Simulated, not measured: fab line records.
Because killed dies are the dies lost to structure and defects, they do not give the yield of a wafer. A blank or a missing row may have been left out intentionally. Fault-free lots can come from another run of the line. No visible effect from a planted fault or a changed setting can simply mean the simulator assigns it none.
One fault seen from 2 desks | flow berkeleyCmos170 | what lay behind the numbers comes last; until then each desk has only its own

## METROLOGY DESK
Lot by lot, what the gauges showed, no matter which tool ran the lot: averages of those sampled wafers that carry a number. Any lot whose mean is over 4 standard deviations away from the usual mean is out of limits and marked OUT; that distance is given in the brackets.
Columns: A = NWELL_NITRIDE_THK at UCB170_NWELL_THK_MEAS_05, usual 223.5 nm; B = ACTIVE_NITRIDE_THK at UCB170_ACTIVE_THK_MEAS_06, usual 218.0 nm; C = PFIELD_TW at UCB170_PFIELD_TW_MEAS_09, usual 599
lot  | first seen here | A               | B     | C
L862 | day 2 06:46     | 223.4           | 220.7 | 606
L863 | day 2 14:52     | 224.6           | 217.1 | 595
L864 | day 2 21:46     | 225.2           | 218.4 | 596
L865 | day 2 21:49     | 223.6           | 221.0 | 595
L867 | day 3 07:22     | 228.3           | 216.3 | 606
L866 | day 3 07:23     | 227.8           | 216.5 | 608
L868 | day 3 16:47     | 379.2 (+60) OUT | -     | -
L869 | day 3 16:52     | 378.4 (+60) OUT | -     | -
L871 | day 4 10:51     | 222.5           | 218.4 | 596
L879 | day 6 00:34     | 221.3           | 215.0 | 594
L880 | day 6 00:36     | 222.2           | 218.3 | 603
L882 | day 6 10:52     | 223.8           | 214.6 | 595
L883 | day 6 18:08     | 222.1           | 219.7 | 601
L885 | day 7 04:50     | 223.0           | 218.9 | 594
This desk reports L868, L869 out of limits; the earliest was L868 at day 3 16:47 (NWELL_NITRIDE_THK at UCB170_NWELL_THK_MEAS_05). L862, L863, L864, L865, L867, L866, L871, L879, L880, L882, L883, L885: within limits.

## THE TOOL OWNER'S DESK: lpcvd-01
The tool's own readings at UCB170_NWELL_CVD_04 (deposits Si3N4 from SiH2Cl2/NH3, target thk 224 nm, time 3360 s): means of the sampled wafers that have a number, for each lot that ran on this tool. Any lot whose mean is over 4 standard deviations away from the usual mean is out of limits and marked OUT; that distance is given in the brackets.
Columns: A = pressureMtorr at UCB170_NWELL_CVD_04, usual 200.0 mTorr; B = spikeTcCentreC at UCB170_NWELL_CVD_04, usual 803.0 C; C = spikeTcLoadC at UCB170_NWELL_CVD_04, usual 823.5 C; D = spikeTcSourceC at UCB170_NWELL_CVD_04, usual 823.0 C; E = susceptorTempC at UCB170_NWELL_CVD_04, usual 800.0 C; F = zonePowerLoadPct at UCB170_NWELL_CVD_04, usual 19.4 %; G = zonePowerSourcePct at UCB170_NWELL_CVD_04, usual 20.2 %
lot  | first seen here | A     | B               | C               | D               | E                       | F               | G
L862 | day 2 04:49     | 199.6 | 804.4           | 820.8           | 821.7           | 800.0                   | 18.1            | 19.0
L863 | day 2 12:56     | 199.9 | 804.8           | 822.8           | 825.9           | 799.9                   | 20.3            | 21.0
L864 | day 2 19:50     | 200.3 | 805.0           | 823.8           | 825.1           | 800.0                   | 19.8            | 20.8
L865 | day 2 19:50     | 199.7 | 802.7           | 821.5           | 820.8           | 800.1                   | 18.0            | 19.0
L866 | day 3 05:26     | 199.7 | 803.4           | 822.3           | 822.1           | 799.8                   | 18.1            | 19.1
L867 | day 3 05:26     | 199.7 | 802.6           | 821.4           | 821.4           | 800.2                   | 18.0            | 19.1
L868 | day 3 14:51     | 199.9 | 856.2 (+35) OUT | 876.5 (+21) OUT | 877.2 (+21) OUT | 851.5 (+99 or more) OUT | 23.0 (+4.2) OUT | 24.2
L869 | day 3 14:51     | 200.0 | 855.9 (+35) OUT | 874.1 (+20) OUT | 877.0 (+21) OUT | 851.4 (+99 or more) OUT | 23.1 (+4.2) OUT | 23.9
L885 | day 7 02:50     | 200.3 | 803.6           | 821.4           | 821.2           | 799.7                   | 17.9            | 19.2
This desk's finding: out of limits on L868, L869; first on L868, day 3 14:51 (spikeTcCentreC at UCB170_NWELL_CVD_04). L862, L863, L864, L865, L866, L867, L885: within limits.

## ALL TOGETHER
At day 3 14:51, on L868, L869, the tool owner's desk was in a position to raise an alarm.
At day 3 16:47 the metrology desk could have sounded an alarm, on L868, L869.
Of the lots named, all ran UCB170_NWELL_CVD_04 on lpcvd-01.

## WHAT WAS PUT IN BY THE SIMULATOR
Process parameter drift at UCB170_NWELL_CVD_04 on lpcvd-01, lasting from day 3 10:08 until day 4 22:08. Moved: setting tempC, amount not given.
Struck lots among those shown: L868, L869.
Time in hours from fault onset to the first out-of-limits reading at each desk: tool owner's desk 5, metrology desk 7.
